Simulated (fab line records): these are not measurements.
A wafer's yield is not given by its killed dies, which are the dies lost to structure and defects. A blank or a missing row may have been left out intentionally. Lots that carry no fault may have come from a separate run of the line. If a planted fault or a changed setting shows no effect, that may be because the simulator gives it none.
Problem report in the 8D (eight disciplines) form, filled by code / flow rit_cmos / the parts of the form that need people (team, actions taken, sign-off) are left out

## 1. WHAT WENT WRONG
Across 3 wafers from 2 lots, M1_AL_RS at RIT_M1_RS_MEAS_01 averages 0.0847 ohm/sq, while fault-free wafers read 0.0733 ohm/sq with a standard deviation of 0.00083. That puts it +14 standard deviations away from the usual mean.
The step: measures by four-point-probe.
The first sign was on wafer L977.3 at day 4 22:25, on film_metro-02. The record has a number at this step for 42 wafers belonging to 14 lots. Rule for "out" (also "out of limits"): further than 4 standard deviations from the usual mean. The rest of the wafers with a number are treated as sound.

## 2. WHAT IT IS AND WHAT IT IS NOT
question=which readings at this step | is=M1_AL_RS | is not=-
question=which lots | is=L977, L979 | is not=L971, L972, L973, L975, L976, L978, L985, L987, L989, L991, L992, L993
question=which wafers of those lots | is=L977.3, L977.6, L979.5 | is not=L977.1, L979.2, L979.3
question=read on which gauges | is=film_metro-02, film_metro-04 | is not=film_metro-03
question=when | is=from day 4 22:25 | is not=up to then (16 sound wafers); but 23 sound wafers of L978, L979, L985, L987, L989, L991, L992, L993 came after

## 3. SUSPECTS, AND WHAT RULES EACH OUT
Counting: a tool at a process step up to the reading stays a suspect if it ran every lot that is out. Sound lots after the first of them don't rule it out here, since some wafers of a struck lot are sound.
- ruled out: the gauge at RIT_M1_RS_MEAS_01. 2 gauges (film_metro-02, film_metro-04) read the wafers that are out.
- pvd_sputter-02 at RIT_M1_SPUTTER_00 (material Al, target thk 400 nm, time 500 s): kept. It ran every lot that is out, first L977 (day 4 22:08); its last sound lot up to then is L975 (day 4 09:20).
After counting, what remains is pvd_sputter-02 at RIT_M1_SPUTTER_00.

## 4. THE CAUSE (what the simulator had put in)
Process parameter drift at RIT_M1_SPUTTER_00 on pvd_sputter-02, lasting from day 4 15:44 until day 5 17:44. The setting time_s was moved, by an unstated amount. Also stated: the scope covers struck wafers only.
This tool alone remained once counting was done.

## 5. SEQUENCE OF EFFECTS, ordered by route
One row per reading whose mean, taken over the struck wafers that have a number, lies over 3 standard deviations from the usual. Only readings whose record carries a usual standard deviation are examined. hours: median over the lots of the time between each lot's start at the first step of this table that gives one and its start at this step. sigmas: the change, counted in usual standard deviations.
hours=0; step=RIT_M1_RS_MEAS_01; reading=M1_AL_RS; usual=0.0733 ohm/sq; on struck wafers=0.0847; change=+0.0114; sigmas=+14
hours=0; step=RIT_M1_THK_MEAS_02; reading=M1_AL_THK; usual=398 nm; on struck wafers=346; change=-52; sigmas=-12
hours=2; step=RIT_M1_METAL_ETCH_12; reading=oes_product_au; usual=0.778 a.u.; on struck wafers=0.723; change=-0.055; sigmas=-7.1
Here are the process steps it includes:
- RIT_M1_METAL_ETCH_12: etches Al in Cl2/BCl3, stops on SiO2, time 165 s, target depth 600 nm.

## 6. HOW IT WOULD HAVE BEEN CAUGHT EARLIER
In this record the first reading out of limits at a measuring or inspecting step was taken at day 4 22:25, 7 hours after the fault began at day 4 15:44.
Tool readings at RIT_M1_SPUTTER_00 with a usual standard deviation given in the record: none out on any struck wafer, hence no alarm at a limit of 4 standard deviations on them.
L979, from the lots that are out (2), started RIT_M1_SPUTTER_00 on pvd_sputter-02 later than day 4 22:25. It would have been spared by a hold on the tool at that moment.
